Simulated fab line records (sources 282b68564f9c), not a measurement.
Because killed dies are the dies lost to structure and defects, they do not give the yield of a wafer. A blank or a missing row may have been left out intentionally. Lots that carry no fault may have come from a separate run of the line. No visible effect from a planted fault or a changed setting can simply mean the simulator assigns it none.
A sampling plan put to the test    flow ritCmos    one line in one fab, 32 faults in these records, each fault weighed on the records of the lots it struck
The plan consists of the line's own looks: route steps at which the wafer is read by a gauge or an inspection but not changed. Where struck wafers have a number at a look and the file lists that look's usual mean and standard deviation on fault-free wafers, the look can be judged. Caught: 4 or more of those standard deviations (sigma) separate the usual mean from the mean of the struck wafers at a look after the fault's first step. On the tool: the test repeated on the tool's own readings taken at the fault's steps. If the struck wafers alone have a blank record, or they carry another recipe, that too counts as caught.

## THE FAULTS, as the simulator had put them in
1. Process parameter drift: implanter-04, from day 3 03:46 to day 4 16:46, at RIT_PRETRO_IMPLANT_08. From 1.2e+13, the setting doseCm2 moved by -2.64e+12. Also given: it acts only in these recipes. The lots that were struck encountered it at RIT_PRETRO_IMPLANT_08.
2. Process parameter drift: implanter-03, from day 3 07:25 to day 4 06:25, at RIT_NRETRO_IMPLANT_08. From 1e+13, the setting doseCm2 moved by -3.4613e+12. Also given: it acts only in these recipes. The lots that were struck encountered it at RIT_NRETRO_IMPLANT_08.
3. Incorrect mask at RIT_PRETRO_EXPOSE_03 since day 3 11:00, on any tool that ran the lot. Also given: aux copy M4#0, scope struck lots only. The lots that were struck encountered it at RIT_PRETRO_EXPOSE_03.
4. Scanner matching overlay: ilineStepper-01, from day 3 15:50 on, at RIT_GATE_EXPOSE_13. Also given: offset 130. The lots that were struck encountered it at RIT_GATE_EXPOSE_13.
5. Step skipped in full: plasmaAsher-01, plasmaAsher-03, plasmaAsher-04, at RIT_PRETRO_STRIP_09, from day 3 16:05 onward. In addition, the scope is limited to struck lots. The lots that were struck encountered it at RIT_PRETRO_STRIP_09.
6. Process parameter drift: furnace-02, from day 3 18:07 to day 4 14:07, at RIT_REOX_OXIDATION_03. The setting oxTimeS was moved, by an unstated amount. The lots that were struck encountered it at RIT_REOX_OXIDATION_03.
7. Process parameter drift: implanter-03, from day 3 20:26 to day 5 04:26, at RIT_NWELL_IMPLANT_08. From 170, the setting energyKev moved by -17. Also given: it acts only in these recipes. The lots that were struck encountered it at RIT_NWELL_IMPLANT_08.
8. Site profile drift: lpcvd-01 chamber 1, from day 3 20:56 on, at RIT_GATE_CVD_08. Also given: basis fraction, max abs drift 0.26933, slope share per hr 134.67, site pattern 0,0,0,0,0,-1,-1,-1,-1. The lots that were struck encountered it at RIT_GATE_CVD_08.
9. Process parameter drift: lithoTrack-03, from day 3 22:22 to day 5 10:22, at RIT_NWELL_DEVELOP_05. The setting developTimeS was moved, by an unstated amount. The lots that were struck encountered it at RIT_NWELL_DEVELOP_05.
10. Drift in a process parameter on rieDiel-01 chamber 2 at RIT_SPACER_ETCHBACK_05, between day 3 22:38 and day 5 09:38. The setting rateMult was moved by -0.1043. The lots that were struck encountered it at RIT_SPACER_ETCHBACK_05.
11. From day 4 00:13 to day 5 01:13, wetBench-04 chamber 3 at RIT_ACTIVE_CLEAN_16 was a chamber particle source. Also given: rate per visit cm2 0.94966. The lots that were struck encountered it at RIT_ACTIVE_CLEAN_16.
12. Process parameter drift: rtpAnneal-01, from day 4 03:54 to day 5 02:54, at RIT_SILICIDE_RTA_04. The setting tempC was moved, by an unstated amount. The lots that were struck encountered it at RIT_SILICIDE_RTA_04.
13. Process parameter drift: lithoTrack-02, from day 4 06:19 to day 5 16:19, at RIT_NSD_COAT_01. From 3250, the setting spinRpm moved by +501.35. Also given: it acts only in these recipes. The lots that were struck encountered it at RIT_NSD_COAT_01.
14. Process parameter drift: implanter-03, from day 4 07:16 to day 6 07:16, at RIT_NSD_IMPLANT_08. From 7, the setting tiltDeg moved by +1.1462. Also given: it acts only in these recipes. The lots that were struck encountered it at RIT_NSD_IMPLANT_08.
15. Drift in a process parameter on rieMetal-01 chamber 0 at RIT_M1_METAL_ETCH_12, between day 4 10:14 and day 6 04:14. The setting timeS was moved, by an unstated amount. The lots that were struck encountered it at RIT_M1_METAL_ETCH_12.
16. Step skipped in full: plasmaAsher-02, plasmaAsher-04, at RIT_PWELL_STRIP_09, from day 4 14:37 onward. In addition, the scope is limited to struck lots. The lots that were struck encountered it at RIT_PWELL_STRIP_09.
17. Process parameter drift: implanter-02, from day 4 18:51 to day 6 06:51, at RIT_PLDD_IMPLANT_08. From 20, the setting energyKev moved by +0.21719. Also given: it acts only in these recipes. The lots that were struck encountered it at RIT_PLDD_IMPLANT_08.
18. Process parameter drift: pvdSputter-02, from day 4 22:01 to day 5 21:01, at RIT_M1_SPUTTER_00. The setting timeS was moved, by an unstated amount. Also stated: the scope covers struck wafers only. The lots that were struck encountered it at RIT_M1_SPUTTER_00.
19. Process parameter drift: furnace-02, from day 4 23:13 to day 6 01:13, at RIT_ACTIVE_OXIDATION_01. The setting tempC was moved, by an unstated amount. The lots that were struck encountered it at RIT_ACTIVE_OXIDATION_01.
20. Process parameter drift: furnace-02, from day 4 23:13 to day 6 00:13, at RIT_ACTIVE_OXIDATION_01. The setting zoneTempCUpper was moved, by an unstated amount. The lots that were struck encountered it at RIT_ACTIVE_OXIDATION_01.
21. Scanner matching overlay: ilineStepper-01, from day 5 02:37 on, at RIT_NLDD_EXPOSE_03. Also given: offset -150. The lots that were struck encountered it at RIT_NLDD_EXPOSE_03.
22. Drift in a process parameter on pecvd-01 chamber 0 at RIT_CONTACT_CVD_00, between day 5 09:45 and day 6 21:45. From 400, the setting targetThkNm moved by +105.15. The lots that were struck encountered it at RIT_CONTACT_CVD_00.
23. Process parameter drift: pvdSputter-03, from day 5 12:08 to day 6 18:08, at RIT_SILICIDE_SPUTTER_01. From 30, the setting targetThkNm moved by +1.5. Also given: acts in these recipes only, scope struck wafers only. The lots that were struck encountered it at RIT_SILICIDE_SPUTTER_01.
24. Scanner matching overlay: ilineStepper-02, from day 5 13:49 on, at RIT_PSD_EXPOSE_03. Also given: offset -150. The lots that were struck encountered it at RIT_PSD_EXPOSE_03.
25. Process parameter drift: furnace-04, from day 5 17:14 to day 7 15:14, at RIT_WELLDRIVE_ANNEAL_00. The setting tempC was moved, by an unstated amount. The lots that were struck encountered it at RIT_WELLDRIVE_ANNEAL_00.
26. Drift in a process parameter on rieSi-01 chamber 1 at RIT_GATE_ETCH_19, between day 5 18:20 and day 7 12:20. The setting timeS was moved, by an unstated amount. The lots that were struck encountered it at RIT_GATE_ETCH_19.
27. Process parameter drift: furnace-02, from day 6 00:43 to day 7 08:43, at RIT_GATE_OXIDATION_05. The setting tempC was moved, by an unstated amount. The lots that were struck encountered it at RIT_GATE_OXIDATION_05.
28. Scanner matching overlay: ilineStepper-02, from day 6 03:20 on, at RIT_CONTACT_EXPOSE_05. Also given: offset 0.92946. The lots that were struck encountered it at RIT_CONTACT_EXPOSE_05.
29. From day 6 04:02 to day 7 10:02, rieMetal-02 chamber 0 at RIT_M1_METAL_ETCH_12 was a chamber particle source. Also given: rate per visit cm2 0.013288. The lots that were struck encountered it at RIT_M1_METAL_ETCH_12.
30. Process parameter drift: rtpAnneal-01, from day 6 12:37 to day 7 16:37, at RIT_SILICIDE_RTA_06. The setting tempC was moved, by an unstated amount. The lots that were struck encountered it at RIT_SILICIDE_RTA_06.
31. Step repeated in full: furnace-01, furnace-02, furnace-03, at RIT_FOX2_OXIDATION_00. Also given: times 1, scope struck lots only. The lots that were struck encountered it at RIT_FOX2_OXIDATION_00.
32. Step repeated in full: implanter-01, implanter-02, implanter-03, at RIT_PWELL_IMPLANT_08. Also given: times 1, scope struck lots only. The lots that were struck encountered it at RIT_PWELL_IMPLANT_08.

## WHAT THE PLAN SAW
fault  on the tool itself                   first look that catches it                       reading, sigma                                     median hours from its first step to that look  hours from the fault's start to the first struck lot there  judged looks passed uncaught
1      doseIonsCm2 -99 or beyond sigma      RIT_PRETRO_TW_MEAS_10                            PRETRO_TW -5.0                                     0.3                                            6                                                           0
2      doseIonsCm2 -99 or beyond sigma      RIT_NRETRO_TW_MEAS_10                            NRETRO_TW -16                                      0.3                                            5                                                           0
3      no reading that can be judged        RIT_PRETRO_TW_MEAS_10                            PRETRO_TW -59                                      1.0                                            4                                                           0
4      no reading that can be judged        RIT_GATE_OVL_MEAS_17                             GATE_OVL +92                                       0.5                                            7                                                           0
5      no reading that can be judged        not the one look that can be judged after it     -                                                  -                                              -                                                           1
6      under 2 sigma                        RIT_REOX_THK_MEAS_04                             REOX_OXIDE_THK +7.2                                2.6                                            1                                                           0
7      beamEnergyKeV -99 or beyond sigma    none of the 3 looks that can be judged after it  strongest: NWELL_TW at RIT_NWELL_TW_MEAS_10, -3.1  -                                              -                                                           3
8      under 2 sigma                        RIT_GATE_THK_MEAS_09                             GATE_POLY_THK -13                                  1.6                                            6                                                           0
9      under 2 sigma                        RIT_NWELL_TW_MEAS_10                             NWELL_TW -5.1                                      1.4                                            12                                                          0
10     under 2 sigma                        none of the 7 looks that can be judged after it  -                                                  -                                              -                                                           7
11     no reading that can be judged        none of the 2 looks that can be judged after it  -                                                  -                                              -                                                           2
12     wafer_temp_C_max +6.2 sigma          no look after it can be judged                   -                                                  -                                              -                                                           0
13     spinSpeedRpm +99 or beyond sigma     not the one look that can be judged after it     -                                                  -                                              -                                                           1
14     tiltDeg +60 sigma                    no look after it can be judged                   -                                                  -                                              -                                                           0
15     runLengthS -99 or beyond sigma       not the one look that can be judged after it     strongest: cdNm at RIT_M1_CD_MEAS_90, +3.7         -                                              -                                                           1
16     no reading that can be judged        not the one look that can be judged after it     -                                                  -                                              -                                                           1
17     beamEnergyKeV +35 sigma              no look after it can be judged                   -                                                  -                                              -                                                           0
18     under 2 sigma                        RIT_M1_RS_MEAS_01                                M1_AL_RS -7.8                                      0.3                                            7                                                           0
19     spikeTcCentreC +9.6 sigma            RIT_ACTIVE_THK_MEAS_02                           ACTIVE_OXIDE_THK +5.9                              1.9                                            7                                                           0
20     no reading that can be judged        RIT_ACTIVE_THK_MEAS_02                           ACTIVE_OXIDE_THK -7.5                              2.0                                            7                                                           0
21     under 2 sigma                        RIT_NLDD_OVL_MEAS_06                             NLDD_OVL -99 or beyond                             0.4                                            4                                                           0
22     under 2 sigma                        RIT_CONTACT_THK_MEAS_01                          CONTACT_TEOS_THK +22                               0.0                                            7                                                           0
23     under 2 sigma                        RIT_SILICIDE_RS_MEAS_02                          SILICIDE_TI_RS -4.7                                0.2                                            10                                                          0
24     no reading that can be judged        RIT_PSD_OVL_MEAS_06                              PSD_OVL -99 or beyond                              0.4                                            7                                                           0
25     tubeCenterTempC -99 or beyond sigma  RIT_WELLDRIVE_RS_MEAS_01                         NWELL_RS +87                                       5.1                                            0                                                           0
26     runLengthS +39 sigma                 no look after it can be judged                   -                                                  -                                              -                                                           0
27     spikeTcCentreC -14 sigma             RIT_GATE_THK_MEAS_07                             GATE_OXIDE_THK -9.3                                1.3                                            3                                                           0
28     under 2 sigma                        no look after it can be judged                   -                                                  -                                              -                                                           0
29     under 2 sigma                        no look after it can be judged                   -                                                  -                                              -                                                           0
30     wafer_temp_C_max -82 sigma           no look after it can be judged                   -                                                  -                                              -                                                           0
31     under 2 sigma                        RIT_FOX2_THK_MEAS_01                             FOX2_OXIDE_THK +29                                 3.2                                            -                                                           0
32     under 2 sigma                        RIT_PWELL_TW_MEAS_10                             PWELL_TW +19                                       0.7                                            -                                                           0
A dash: this means the fault isn't caught or the number doesn't appear in these records.

Caught at a look: 18 of 32. Caught on the tool: 13 of 32. By one or the other: 26 of 32.
Faults caught by the tool alone: 7, 12, 13, 14, 15, 17, 26, 30.
Caught at a look alone: faults 3, 4, 6, 8, 9, 18, 20, 21, 22, 23, 24, 31, 32.
Caught by neither: faults 5, 10, 11, 16, 28, 29.

## THINNER SAMPLING
If the look that catches a fault measured only every second or every third lot, by lot number, the first struck lot would be measured this late in the worst case:
fault  struck lots at that look, in order of time  every lot  every second lot  every third lot
1      L476, L480                                  6 h        may miss all 2    may miss all 2
2      L227, L228                                  5 h        9 h               may miss all 2
3      L282                                        4 h        may miss it       may miss it
4      L844, L847, L849                            7 h        27 h              may miss all 3
6      L151, L152                                  1 h        5 h               may miss all 2
8      L415, L416                                  6 h        15 h              may miss all 2
9      L103                                        12 h       may miss it       may miss it
18     L328, L330                                  7 h        may miss all 2    may miss all 2
19     L872, L874                                  7 h        may miss all 2    may miss all 2
20     L890                                        7 h        may miss it       may miss it
21     L285, L286, L288, L289                      4 h        10 h              may miss all 4
22     L502, L504                                  7 h        may miss all 2    may miss all 2
23     L837, L838                                  10 h       18 h              may miss all 2
24     L254, L255, L257, L258                      7 h        15 h              may miss all 4
25     L696, L698, L699                            0 h        15 h              may miss all 3
27     L894, L898                                  3 h        may miss all 2    may miss all 2
The hour figures run from when the fault began to the first measured lot among those it struck. The test against the limit of 4 sigma pooled every struck wafer, which means one lot taken alone may stay below that limit. Other struck lots may not be in these records.

## THE LONGEST TIMED WAY FROM STEP TO LOOK
For fault 25, RIT_WELLDRIVE_ANNEAL_00 and RIT_WELLDRIVE_RS_MEAS_01 are separated by a median of 5.1 hours. No look between them can be judged.
